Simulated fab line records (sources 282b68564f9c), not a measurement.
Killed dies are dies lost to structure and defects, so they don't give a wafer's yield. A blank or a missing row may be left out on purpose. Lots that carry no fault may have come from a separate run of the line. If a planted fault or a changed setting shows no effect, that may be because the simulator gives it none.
What tool caused it? + flow rit_cmos + 7 lots, 21 wafers sampled, at 2 steps of a route of 202

## WHAT EACH GAUGE READ, for each wafer
RIT_NLDD_TW_MEAS_10.
| lot  | measured    | on            | NLDD_TW                       |
|------|-------------|---------------|-------------------------------|
| L995 | day 3 10:25 | film_metro-04 | 2458 2478 2480                |
| L100 | day 4 16:35 | film_metro-04 | 2481 2474 2485                |
| L103 | day 5 01:50 | film_metro-04 | 2701 2695 2714 2707 2699 2700 |
| L107 | day 5 21:17 | film_metro-04 | 2458 2466 2461                |
| L111 | day 6 15:16 | film_metro-04 | 2458 2462 2459                |
| L113 | day 7 04:10 | film_metro-02 | 2499 2499 2500                |
| L116 | day 7 17:46 | film_metro-02 | 2482 2499 2502                |

## WHAT TOOL EACH LOT RAN ON (gives the tool, then ch and the chambers of the sampled wafers, and finally the start)
| lot  | RIT_NLDD_IMPLANT_08            |
|------|--------------------------------|
| L995 | implanter-04 ch 0, day 3 10:07 |
| L100 | implanter-04 ch 0, day 4 16:16 |
| L103 | implanter-04 ch 0, day 5 01:32 |
| L107 | implanter-01 ch 0, day 5 20:58 |
| L111 | implanter-02 ch 0, day 6 14:58 |
| L113 | implanter-01 ch 0, day 7 03:50 |
| L116 | implanter-04 ch 0, day 7 17:26 |
- RIT_NLDD_IMPLANT_08

## THE ANSWER, worked out from the rows above alone
Rule: usual is defined by the lots themselves. The widest of any qualifying gaps counts: lots, ordered by their means at a reading, are off when they make up no more than a third of the lots, leave a main group of 4 or more, and stand apart from it by 3 or more times the standard deviation of that group's means. The tables above print the reading to a certain number of digits; a main group whose means all agree to those digits is not used. Also off: a lot with no number at a reading for which 4 or more lots have one. All remaining lots with rows at the step are treated as sound.
Off: at RIT_NLDD_TW_MEAS_10 (NLDD_TW), L103. Mean 2478 and standard deviation 15 in the main group.
If a tool, at a process step before that reading, ran all the lots that are off and no sound lot after the first of them, it fits. Gauges at RIT_NLDD_TW_MEAS_10: tried the same way as those tools. No candidate that was tried fits.

## WHAT WAS PUT IN BY THE SIMULATOR
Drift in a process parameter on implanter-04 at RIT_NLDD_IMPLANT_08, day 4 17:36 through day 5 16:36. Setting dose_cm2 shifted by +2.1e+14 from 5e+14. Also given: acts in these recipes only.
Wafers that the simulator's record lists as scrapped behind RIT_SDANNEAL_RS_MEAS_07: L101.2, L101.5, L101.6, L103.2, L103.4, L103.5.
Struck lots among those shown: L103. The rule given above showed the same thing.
